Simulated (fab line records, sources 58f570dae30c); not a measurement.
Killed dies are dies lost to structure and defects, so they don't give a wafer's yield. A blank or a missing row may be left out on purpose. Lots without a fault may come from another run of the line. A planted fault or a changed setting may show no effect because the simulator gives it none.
A struck lot beside a sound one | flow berkeley_cmos170 | 14 steps out of a route of 331
Sound: wafers L723.1, L723.2, L723.4. Struck: wafers L741.1, L741.2, L741.4. The cause comes at the end.
At each step with rows: each side's tool, then ch and its chambers, then its first start. Under that, the readings that differ: sound wafers | struck wafers | difference of the means | sigmas: that difference in standard deviations of wafers without a fault.
alike: readings whose means differ by less than 2 such deviations, and words and numbers that are the same on both sides. not compared: withheld readings, readings that some wafer has no value for, bounds like >300 that may hide the same value, and numbers for which the record gives no deviation and whose values overlap.
The two part at a step that has a row with sigmas, a row that says differs or no value, or rows on one side only. Numbers that don't overlap but have no deviation are shown without sigmas and don't part them. A reading that every wafer of one side lacks parts them only if that side has two wafers or more.

first, 2 steps without rows for these wafers: UCB170_CONTACT_CLEAN_00 (cleans in SPM, time 600 s); UCB170_CONTACT_CVD_01 (deposits PSG from SiH4/O2/PH3, target thk 700 nm, time 2820 s).
UCB170_CONTACT_THK_MEAS_02:
  sound on film_metro-02, day 9 08:57; struck on film_metro-02, day 12 04:55
  alike: CONTACT_PSG_THK
then, 3 steps without rows for these wafers: UCB170_CONTACT_HMDS_03 (prime time 60 s); UCB170_CONTACT_COAT_04 (resist thk 900 nm); UCB170_CONTACT_SOFTBAKE_05 (time 60 s).
UCB170_CONTACT_STRIP_06: strips in O2.
  sound on plasma_asher-01 ch 0,1, day 9 09:51; struck on plasma_asher-01 ch 0,1, day 12 05:31
  alike: drypump_motor_current_A, oes_product_au, strip_time_to_endpoint_s
  not compared: rf_hours_counter_h
then, 1 step without rows for these wafers: UCB170_CONTACT_CLEAN_07 (cleans in SPM, time 600 s).
UCB170_CONTACT_RTA_08: time 10 s.
  sound on rtp_anneal-01 ch 0, day 9 10:07; struck on rtp_anneal-02 ch 0, day 12 05:48
  alike: lamp_power_pct, wafer_temp_C_max
then, 3 steps without rows for these wafers: UCB170_CONTACT_COAT_09; UCB170_CONTACT_COAT_10 (resist thk 900 nm); UCB170_CONTACT_SOFTBAKE_11 (time 60 s).
UCB170_CONTACT_EXPOSE_12: exposes mask CONT, target cd 700 nm.
  sound on krf_scanner-01 ch 0, day 9 11:21; struck on krf_scanner-02, day 12 06:22
  no value came back on the struck wafers for exposure_dose_mJ_cm2, focus_offset_nm (nm), na, reticle_temp_C (C); on the sound wafers exposure_dose_mJ_cm2 reads 35.03 35.04 35.02
  alike: mask
then, 1 step without rows for these wafers: UCB170_CONTACT_PEB_13.

WHERE THEY PART
Only at UCB170_CONTACT_EXPOSE_12, within this record.

WHY: what the simulator had put in
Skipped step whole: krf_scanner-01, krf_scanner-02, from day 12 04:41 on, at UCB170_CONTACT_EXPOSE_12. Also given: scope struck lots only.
